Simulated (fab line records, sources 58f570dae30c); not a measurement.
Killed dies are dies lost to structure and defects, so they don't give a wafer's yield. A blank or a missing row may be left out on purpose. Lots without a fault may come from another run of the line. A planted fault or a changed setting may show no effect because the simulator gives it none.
One fault seen from 2 desks | flow berkeley_cmos170 | each desk has only its own numbers; what lay behind them comes last

THE TOOL OWNER'S DESK: implanter-01
The tool's own readings at UCB170_PVT_IMPLANT_07: means of the sampled wafers that have a number, for each lot that ran on this tool. A lot is out of limits, marked OUT, if its mean lies more than 4 standard deviations from the usual mean; the brackets give that distance.
Columns: A = beam_energy_keV at UCB170_PVT_IMPLANT_07, usual 30.001; B = faraday_current_uA at UCB170_PVT_IMPLANT_07, usual 6.36
lot  | first seen here | A      | B
L854 | day 7 02:16     | 30.000 | 6.25
L859 | day 8 17:18     | 30.005 | 6.38
L860 | day 8 18:09     | 30.010 | 6.35
L872 | day 11 15:40    | 29.999 | 6.49
This desk's finding: nothing out of limits on any of the 4 lots.

THE METROLOGY DESK
What the gauges read, lot by lot, whatever tool the lot ran on: means of the sampled wafers that have a number. A lot is out of limits, marked OUT, if its mean lies more than 4 standard deviations from the usual mean; the brackets give that distance.
Columns: A = PVT_TW at UCB170_PVT_TW_MEAS_09, usual 513; B = FIELD_OXIDE_LEFT_2_THK at UCB170_FIELD_THK_MEAS_91, usual 350 nm; C = GATE_OXIDE_THK at UCB170_GATE_THK_MEAS_02, usual 6.57 nm
lot  | first seen here | A              | B   | C
L853 | day 7 02:14     | 515            | 344 | 6.45
L854 | day 7 02:31     | 508            | 345 | 6.51
L852 | day 7 07:53     | 508            | 357 | 6.63
L859 | day 8 17:33     | 476 (-7.6) OUT | 361 | 6.71
L860 | day 8 18:23     | 489 (-5.0) OUT | 356 | 6.61
L861 | day 8 18:24     | 518            | 356 | 6.50
L863 | day 9 07:01     | 504            | 351 | 6.73
L866 | day 9 19:49     | 506            | 353 | 6.66
L867 | day 10 04:41    | 515            | 344 | 6.77
L870 | day 10 23:59    | 514            | 354 | 6.70
L871 | day 11 08:17    | 513            | 339 | 6.49
L872 | day 11 15:55    | 513            | 357 | 6.50
L873 | day 11 16:14    | 506            | 362 | 6.53
L874 | day 12 02:50    | 518            | 351 | 6.41
This desk's finding: out of limits on L859, L860; first on L859, day 8 17:33 (PVT_TW at UCB170_PVT_TW_MEAS_09). In limits: L853, L854, L852, L861, L863, L866, L867, L870, L871, L872, L873, L874.

PUT TOGETHER
The metrology desk could have raised an alarm at day 8 17:33, on L859, L860.
The tool owner's desk saw nothing out of limits.
The tool owner's desk has L859, L860 on record, within its limits.
Of the lots named, all ran UCB170_PVT_IMPLANT_07 on implanter-01.

WHAT THE SIMULATOR HAD PUT IN
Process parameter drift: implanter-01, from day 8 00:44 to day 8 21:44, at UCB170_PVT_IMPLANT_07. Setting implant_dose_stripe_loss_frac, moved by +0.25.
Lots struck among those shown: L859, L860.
Hours from the fault's start to each desk's first reading out of limits: the metrology desk, 17.
